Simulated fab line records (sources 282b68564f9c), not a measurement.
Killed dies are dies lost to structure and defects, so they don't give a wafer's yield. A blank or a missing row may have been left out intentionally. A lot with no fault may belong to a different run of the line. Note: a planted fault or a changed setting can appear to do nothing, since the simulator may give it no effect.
8D (eight disciplines) problem report, filled in by code :: flow rit-cmos :: the parts of the form that need people (team, actions taken, sign-off) are left out

1. THE ISSUE
Mean PSD_RS at RIT_SDANNEAL_RS_MEAS_04: 117.6 ohm/sq over 6 wafers in 2 lots; fault-free wafers: 115.9 ohm/sq, standard deviation 0.34. That puts it +5.0 standard deviations away from the usual mean.
The step: measures by four-point-probe.
First observed at day 4 11:13: wafer L763.2, on film-metro-01. The record holds 42 wafers of 14 lots with a number at this step. Rule for "out" (also "out of limits"): further than 4 standard deviations from the usual mean. The other wafers with a number count as sound.

2. WHAT THIS IS AND IS NOT
question: which readings at this step
is: PSD_RS
is not: -

question: which lots
is: L763, L766
is not: L758, L760, L761, L769, L772, L775, L776, L777, L778, L779, L780, L781

question: which wafers of those lots
is: all that have a number
is not: -

question: read on which gauges
is: film-metro-01
is not: film-metro-03, film-metro-04

question: when
is: from day 4 11:13
is not: up to then (9 sound wafers); but 27 sound wafers of L769, L772, L775, L776, L777, L778, L779, L780, L781 came after

3. SUSPECTS, AND WHAT RULES EACH OUT
Counting: a tool at any process step up to the reading remains a suspect when it ran all the lots that are out and ran no sound lot after the first of those.
- the gauge at RIT_SDANNEAL_RS_MEAS_04 is ruled out. All the wafers that are out were read on film-metro-01, but those of them that RIT_PSD_IMPLANT_08 has rows for are out there too, on other tools.
- implanter-03 at RIT_PSD_IMPLANT_08: ruled out as a lasting fault. After its first lot that is out, L763 (day 4 10:25), sound lots L781 ran on it.
Left after counting: nothing in the record.

4. THE CAUSE (what the simulator had put in)
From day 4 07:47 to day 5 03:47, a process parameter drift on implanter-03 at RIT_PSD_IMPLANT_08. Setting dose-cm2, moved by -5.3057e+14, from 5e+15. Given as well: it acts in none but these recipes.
Counting ruled it out, wrongly: the rule takes a fault to strike every lot that its tool runs from its start on, and this one did not.

5. SEQUENCE OF EFFECTS, ordered by route
One row per reading whose mean, taken over the struck wafers that have a number, lies over 3 standard deviations from the usual. Only readings whose record carries a usual standard deviation are examined. hours: median over the lots of the time between each lot's start at the first step of this table that gives one and its start at this step. sigmas: the change, counted in usual standard deviations.
hours: 0
step: RIT_PSD_IMPLANT_08
reading: dose-ions-cm2
usual: 5e+15
on struck wafers: 4e+15
change: -5e+14
sigmas: -98

hours: 1
step: RIT_SDANNEAL_RS_MEAS_04
reading: PSD_RS
usual: 115.9 ohm/sq
on struck wafers: 117.6
change: +1.7
sigmas: +5.0
It contains these process steps:
- RIT_PSD_IMPLANT_08
At these later measuring or inspecting steps, every struck wafer for which the step has a row has a number for every such reading, and none has moved that far: RIT_SDANNEAL_RS_MEAS_06.

6. HOW IT WOULD HAVE BEEN CAUGHT EARLIER
The first out-of-limits reading at a measuring or inspecting step in this record came at day 4 11:13, 3 hours after the fault's start at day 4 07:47.
At RIT_PSD_IMPLANT_08, the tool's own readings (dose-ions-cm2) were out on each struck wafer the step has a row for, so an alarm limit on them would have fired on the first such wafer.
